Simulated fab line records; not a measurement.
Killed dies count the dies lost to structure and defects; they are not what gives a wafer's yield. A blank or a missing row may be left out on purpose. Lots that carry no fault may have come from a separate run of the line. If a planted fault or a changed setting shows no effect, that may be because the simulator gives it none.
One fault through the eyes of 2 desks	flow berkeleyCmos170	only its own numbers are on each desk; what lay behind them is given at the end

== AT THE TOOL OWNER'S DESK: rtpAnneal-02 ==
At UCB170_SDANNEAL_RTA_00 (time 10 s), the tool's own readings, given per lot that ran on this tool as the mean of the sampled wafers with a number. The brackets show how far a lot's mean lies from the usual mean; more than 4 standard deviations puts the lot out of limits, marked OUT.
Columns: A = lampPowerPct at UCB170_SDANNEAL_RTA_00, usual 27 %; B = wafer_temp_C_max at UCB170_SDANNEAL_RTA_00, usual 904.6
lot	first seen here	A	B
L170	day 7 01:56	32	904.7
L172	day 7 21:03	32	904.4
L177	day 8 18:59	32	905.2
L176	day 8 19:23	32	906.0
L174	day 8 19:34	32	904.3
L179	day 9 14:04	32	904.5
L180	day 9 17:57	32	903.8
L181	day 10 00:55	32	904.2
This desk's verdict: no lot among the 8 shows anything out of limits.

== THE METROLOGY DESK ==
Lot by lot, what the gauges showed, no matter which tool ran the lot: averages of those sampled wafers that carry a number. The brackets show how far a lot's mean lies from the usual mean; more than 4 standard deviations puts the lot out of limits, marked OUT.
Columns: A = PSD_RS at UCB170_SDANNEAL_RS_MEAS_02, usual 75.50 ohm/sq; B = M1_AL_RS at UCB170_M1_RS_MEAS_01, usual 0.0488 ohm/sq; C = M1_AL_THK at UCB170_M1_THK_MEAS_02, usual 593 nm
lot	first seen here	A	B	C
L167	day 6 17:37	75.27	0.0486	599
L169	day 7 01:53	75.42	0.0486	592
L170	day 7 02:05	75.32	0.0484	589
L172	day 7 21:11	75.65	0.0489	598
L173	day 8 09:58	75.36	0.0484	598
L177	day 8 19:07	75.72	0.0486	592
L176	day 8 19:32	74.99	0.0486	594
L174	day 8 19:41	75.83	0.0485	597
L179	day 9 14:11	75.52	0.0487	591
L180	day 9 18:05	76.55	0.0490	592
L181	day 10 01:02	76.74 (+4.1) OUT	0.0481	603
L184	day 10 23:16	75.78	0.0487	591
L183	day 10 23:59	75.58	0.0487	597
L189	day 11 23:22	75.91	0.0483	599
Per this desk, out of limits: L181; the first was L181, day 10 01:02 (PSD_RS at UCB170_SDANNEAL_RS_MEAS_02). In limits: L167, L169, L170, L172, L173, L177, L176, L174, L179, L180, L184, L183, L189.

== ALL TOGETHER ==
At day 10 01:02 the metrology desk could have sounded an alarm, on L181.
The desk of the tool owner found nothing out of limits.
The tool owner's desk has L181 on record, within its limits.
Of the lots named, all ran UCB170_SDANNEAL_RTA_00 on rtpAnneal-02.

== WHAT HAD BEEN PUT IN BY THE SIMULATOR ==
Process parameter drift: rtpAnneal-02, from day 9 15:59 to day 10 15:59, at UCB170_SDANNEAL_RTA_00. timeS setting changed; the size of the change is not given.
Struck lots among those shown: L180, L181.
Per desk, hours elapsed from the start of the fault to the first reading out of limits: for the metrology desk, 9.
